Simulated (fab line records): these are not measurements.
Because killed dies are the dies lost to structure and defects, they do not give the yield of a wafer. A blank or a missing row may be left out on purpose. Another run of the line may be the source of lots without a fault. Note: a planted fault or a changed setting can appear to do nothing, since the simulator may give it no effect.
A single fault, viewed from 2 desks / flow berkeley_cmos170 / only its own numbers are on each desk; what lay behind them is given at the end

## AT THE METROLOGY DESK
Means of the sampled wafers that have a number, per lot and without regard to the tool the lot ran on: this is what the gauges read. Marked OUT: a lot whose mean sits more than 4 standard deviations from the usual mean, which makes it out of limits; the brackets give that distance.
Columns: A = PWELL_OXIDE_THK at UCB170_PWELL_THK_MEAS_03, usual 26.3 nm; B = WELLDRIVE_OXIDE_THK at UCB170_WELLDRIVE_THK_MEAS_02, usual 200 nm
lot=L365; first seen here=day 2 19:41; A=26.4; B=200
lot=L367; first seen here=day 3 06:38; A=25.8; B=199
lot=L370; first seen here=day 4 06:28; A=26.5; B=199
lot=L373; first seen here=day 4 15:20; A=26.5; B=196
lot=L376; first seen here=day 5 03:41; A=26.2; B=199
lot=L378; first seen here=day 5 10:23; A=25.8; B=201
lot=L377; first seen here=day 5 10:23; A=26.6; B=200
lot=L379; first seen here=day 5 18:40; A=25.8; B=196
lot=L382; first seen here=day 6 10:24; A=27.0; B=198
lot=L383; first seen here=day 6 16:31; A=25.8; B=198
lot=L385; first seen here=day 7 01:44; A=26.6; B=200
lot=L386; first seen here=day 7 11:56; A=26.6; B=198
lot=L387; first seen here=day 7 17:03; A=26.2; B=199
This desk found nothing out of limits on any of the 13 lots.

## TOOL OWNER'S DESK, rie_diel-04
The tool's own readings at UCB170_PWELL_ETCH_14 (etches Si3N4 in CH3F/Ar/O2, stops on SiO2, target depth 242 nm, time 151 s): means of the sampled wafers that have a number, for each lot that ran on this tool. Marked OUT: a lot whose mean sits more than 4 standard deviations from the usual mean, which makes it out of limits; the brackets give that distance.
Columns: A = chamber_pressure_mTorr at UCB170_PWELL_ETCH_14, usual 50.00 mTorr; B = drypump_motor_current_A at UCB170_PWELL_ETCH_14, usual 5.9 A; C = oes_product_au at UCB170_PWELL_ETCH_14, usual 0.939 a.u.; D = rf_fwd_power_W at UCB170_PWELL_ETCH_14, usual 448.2 W; E = throttle_valve_pct at UCB170_PWELL_ETCH_14, usual 8.06 %
lot=L370; first seen here=day 4 13:33; A=50.03; B=6.1; C=0.974; D=448.8; E=8.23
lot=L373; first seen here=day 4 21:13; A=50.00; B=6.2; C=0.961; D=449.5; E=8.23
This desk found nothing out of limits on any of the 2 lots.

## BROUGHT TOGETHER
From the metrology desk's view, nothing was out of limits.
The desk of the tool owner found nothing out of limits.

## WHAT HAD BEEN PUT IN BY THE SIMULATOR
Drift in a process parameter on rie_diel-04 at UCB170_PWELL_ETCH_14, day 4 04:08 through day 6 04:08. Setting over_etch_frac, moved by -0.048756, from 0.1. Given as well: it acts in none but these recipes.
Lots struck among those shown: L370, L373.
